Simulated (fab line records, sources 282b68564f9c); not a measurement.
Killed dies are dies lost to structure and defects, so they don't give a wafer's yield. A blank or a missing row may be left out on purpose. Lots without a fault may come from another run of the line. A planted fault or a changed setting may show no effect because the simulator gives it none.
fab line records | flow rit_cmos
record lots=14 wafers=42 last_day=7
route steps=202 shown CONTACT@168
lots that met no fault: from a run of the same line without faults
start_h: hours from the record's first day to the start of the lot's first wafer shown | wait_h: hours since the lot's step before | " the same as in the row above | L1.1+2: a row that stands for several wafers | - no value, or no start given | * or withheld: withheld | < > ~ a bound
route shown NAME@n: a module of which the file shows steps, and the number in the route of the first | usual: mean/standard deviation of fault-free wafers | same: alike in all rows | chamber/n: place in a boat | sites: the reading at each site | _std_site: their standard deviation | _edge_site: outer sites' mean less inner sites' | radius_mm: how far each site lies from the wafer's centre | mask NAME#n: copy n | behind: the tool/chamber that last shaped the wafer | hold: why the lot was held/for how many hours/how that ended | device: the transistor (n, p or np) that didn't switch | end of line: the same wafers' tests at the end of the route | a step without rows: its recipe alone | killed: dies lost to structure and defects at the first sort, not the wafer's yield | map: a wafer's dies, x killed, . not, _ none there
set.NAME: the setting as run; set.NAME@STEP: as run at that earlier step | model.NAME: the simulator's own value behind a step, which no gauge read
steps of the route over a sample of lots; a table a step, a row a wafer
services: from which hour (start_h, from the record's first day; less than 0 if before it) a tool's chamber was out of use, for how many hours, and why
## steps
# step RIT_CONTACT_CVD_00
# recipe material=SiO2 target_thk_nm=400 precursor=TEOS temp_c=390 time_s=61 rf_w=400
# usual heater_power_w=342/69
# columns lot.wafer tool chamber start_h wait_h heater_power_w
L394.1 pecvd-03 1 51.19 0.1 251
L394.4 " 1 " " 262
L394.5 " 2 " " 445
L395.2 pecvd-04 2 57.70 0.0 308
L395.3 " 1 " " 312
L395.6 " 1 " " 332
L396.1 pecvd-02 0 62.39 0.1 452
L396.2 " 2 " " 217
L396.3 " 1 " " 334
L397.2 pecvd-03 2 69.87 0.0 417
L397.5 " 2 " " 434
L397.6 " 0 " " 417
L399.3 pecvd-02 1 75.10 0.0 291
L399.5 " 2 " " 294
L399.6 " 1 " " 316
L400.2 pecvd-03 0 84.12 0.0 398
L400.3 " 1 " " 213
L400.5 " 0 " " 400
L401.1 pecvd-04 0 90.74 0.1 232
L401.2 " 2 " " 334
L401.5 " 0 " " 241
L403.1 pecvd-03 2 98.37 0.1 407
L403.3 " 0 " " 345
L403.4 " 0 " " 365
L404.1 pecvd-04 2 103.03 0.1 324
L404.3 " 1 " " 404
L404.5 " 2 " " 330
L405.1 pecvd-03 0 115.75 0.1 379
L405.5 " 2 " " 399
L405.6 " 0 " " 408
L409.1 pecvd-02 0 127.79 0.1 444
L409.3 " 0 " " 459
L409.6 " 1 " " 280
L412.3 pecvd-02 0 144.23 0.1 350
L412.4 " 1 " " 320
L412.5 " 0 " " 384
L413.1 pecvd-04 2 150.62 0.1 330
L413.3 " 1 " " 353
L413.6 " 0 " " 219
L416.1 pecvd-04 1 161.16 0.1 332
L416.4 " 2 " " 356
L416.5 " 0 " " 203
# step RIT_CONTACT_THK_MEAS_01
# recipe reads=SiO2_of_CONTACT_CVD_00
# usual CONTACT_TEOS_THK=402/4.9
# columns lot.wafer tool chamber start_h wait_h CONTACT_TEOS_THK[nm]
L394.1 film_metro-01 - 51.24 0.0 402
L394.4 " - " " 407
L394.5 " - " " 403
L395.2 film_metro-01 - 57.76 0.0 399
L395.3 " - " " 400
L395.6 " - " " 406
L396.1 film_metro-02 - 62.44 0.0 399
L396.2 " - " " 402
L396.3 " - " " 393
L397.2 film_metro-04 - 69.93 0.0 400
L397.5 " - " " 411
L397.6 " - " " 410
L399.3 film_metro-02 - 75.17 0.0 399
L399.5 " - " " 405
L399.6 " - " " 406
L400.2 film_metro-04 - 84.18 0.0 397
L400.3 " - " " 397
L400.5 " - " " 402
L401.1 film_metro-01 - 90.79 0.0 396
L401.2 " - " " 398
L401.5 " - " " 405
L403.1 film_metro-02 - 98.42 0.0 396
L403.3 " - " " 432
L403.4 " - " " 433
L404.1 film_metro-04 - 103.08 0.0 393
L404.3 " - " " 396
L404.5 " - " " 400
L405.1 film_metro-02 - 115.80 0.0 433
L405.5 " - " " 408
L405.6 " - " " 438
L409.1 film_metro-01 - 127.87 0.1 396
L409.3 " - " " 407
L409.6 " - " " 401
L412.3 film_metro-01 - 144.30 0.0 407
L412.4 " - " " 402
L412.5 " - " " 407
L413.1 film_metro-02 - 150.67 0.0 397
L413.3 " - " " 402
L413.6 " - " " 406
L416.1 film_metro-04 - 161.21 0.0 401
L416.4 " - " " 407
L416.5 " - " " 401
## services
# columns tool chamber start_h hours kind
pecvd-03 1 30.53 2.3 repair
pecvd-03 - 35.12 1.1 repair
pecvd-03 - 70.33 0.7 repair
pecvd-02 0 93.13 14.3 repair
pecvd-03 - 99.95 0.9 repair
pecvd-03 - 102.10 5.5 pm
pecvd-02 2 107.01 51.0 repair
pecvd-02 0 110.55 5.4 repair
pecvd-02 1 115.57 10.9 repair
pecvd-03 1 124.79 4.8 repair
pecvd-04 0 130.52 14.1 repair
## key
first_sign step=RIT_CONTACT_THK_MEAS_01 reading=CONTACT_TEOS_THK direction=up sigmas=6.6 usual=402 struck=434
effect none on later readings
met_at RIT_CONTACT_CVD_00
struck_lots L403,L405
struck_wafers L403.3,L403.4,L405.1,L405.6
tester_left_out L403,L405
onset_between 84.12 98.37
fault kind=process_parameter_drift tool=pecvd-03 chamber=0 onset_h=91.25 steps=RIT_CONTACT_CVD_00 channel=target_thk_nm offset=33.613 shape=step end_h=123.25 stated=400
# tester_left_out: of these lots the tester's yield and bins aren't shown, on N5 and GAA mostly nor the transistor test; their killed dies are dies lost to structure and defects alone, not to doping, threshold or leakage, so they don't give the yield
